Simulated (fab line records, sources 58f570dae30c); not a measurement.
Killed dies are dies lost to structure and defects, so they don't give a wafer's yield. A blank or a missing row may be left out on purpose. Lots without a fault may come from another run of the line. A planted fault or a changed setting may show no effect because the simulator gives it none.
A struck lot beside a sound one | flow berkeley_cmos170 | 14 steps out of a route of 331
Sound: wafers L506.1, L506.2, L506.5. Struck: wafers L519.4, L519.5, L519.6. The cause comes at the end.
At each step with rows: each side's tool, then ch and its chambers, then its first start. Under that, the readings that differ: sound wafers | struck wafers | difference of the means | sigmas: that difference in standard deviations of wafers without a fault.
alike: readings whose means differ by less than 2 such deviations, and words and numbers that are the same on both sides. not compared: withheld readings, readings that some wafer has no value for, bounds like >300 that may hide the same value, and numbers for which the record gives no deviation and whose values overlap.
The two part at a step that has a row with sigmas, a row that says differs or no value, or rows on one side only. Numbers that don't overlap but have no deviation are shown without sigmas and don't part them. A reading that every wafer of one side lacks parts them only if that side has two wafers or more.

UCB170_M1_RS_MEAS_01: measures by four-point-probe.
  sound on film_metro-04, day 8 08:20; struck on film_metro-04, day 11 18:38
  alike: M1_AL_RS
UCB170_M1_THK_MEAS_02: measures by xrf.
  sound on film_metro-04, day 8 08:28; struck on film_metro-04, day 11 18:44
  alike: M1_AL_THK
then, 6 steps without rows for these wafers: UCB170_M1_COAT_03; UCB170_M1_COAT_04 (resist thk 900 nm); UCB170_M1_SOFTBAKE_05 (time 60 s); UCB170_M1_EXPOSE_06 (exposes mask METAL1, target cd 700 nm); UCB170_M1_PEB_07; UCB170_M1_DEVELOP_08 (develop time 45 s).
UCB170_M1_CD_MEAS_09: target cd 700 nm.
  sound on cd_sem-01, day 8 09:31; struck on cd_sem-02, day 11 20:20
  alike: cd_nm
UCB170_M1_OVL_MEAS_10:
  sound on overlay-02, day 8 09:38; struck on overlay-02, day 11 20:25
  reading     | sound     | struck | difference | sigmas
  M1_OVL (nm) | -5 -5 -10 | 7 7 2  | +12        | +2
UCB170_M1_ETCH_11: etches BARC in N2/H2.
  sound on rie_diel-02 ch 1,2,3, day 8 09:40; struck on rie_diel-01 ch 1,2,3, day 11 20:26
  alike: drypump_motor_current_A, oes_product_au, throttle_valve_pct
UCB170_M1_METAL_ETCH_12: etches Al in Cl2/BCl3, stops on PSG, target depth 780 nm, time 130 s.
  sound on rie_metal-03 ch 0,1, day 8 09:43; struck on rie_metal-02 ch 0,1, day 11 20:31
  alike: drypump_motor_current_A, oes_product_au, throttle_valve_pct
  not compared: rf_hours_counter_h
UCB170_M1_STRIP_13: strips in O2.
  sound on plasma_asher-02 ch 0,1, day 8 09:50; struck on plasma_asher-04 ch 0,1, day 11 20:38
  no value came back on the struck wafers for chamber_pressure_mTorr (mTorr), drypump_motor_current_A (A), oes_product_au (a.u.); on the sound wafers chamber_pressure_mTorr (mTorr) reads 3502 3499 3497
  reading                             | sound | struck          | difference | sigmas
  model.KrF_of_M1_COAT_04.thk_nm (nm) | 0 0 0 | 422.8 432.9 421 | +425.6     |
  not compared: rf_hours_counter_h
UCB170_M1_CD_MEAS_90: target cd 700 nm.
  sound on cd_sem-01, day 8 09:56; struck on cd_sem-01, day 11 20:46
  alike: cd_nm

WHERE THEY PART
First at UCB170_M1_OVL_MEAS_10; last, within this record, at UCB170_M1_STRIP_13. Later steps at which nothing parts them and some readings are alike: UCB170_M1_CD_MEAS_90.

WHY: what the simulator had put in
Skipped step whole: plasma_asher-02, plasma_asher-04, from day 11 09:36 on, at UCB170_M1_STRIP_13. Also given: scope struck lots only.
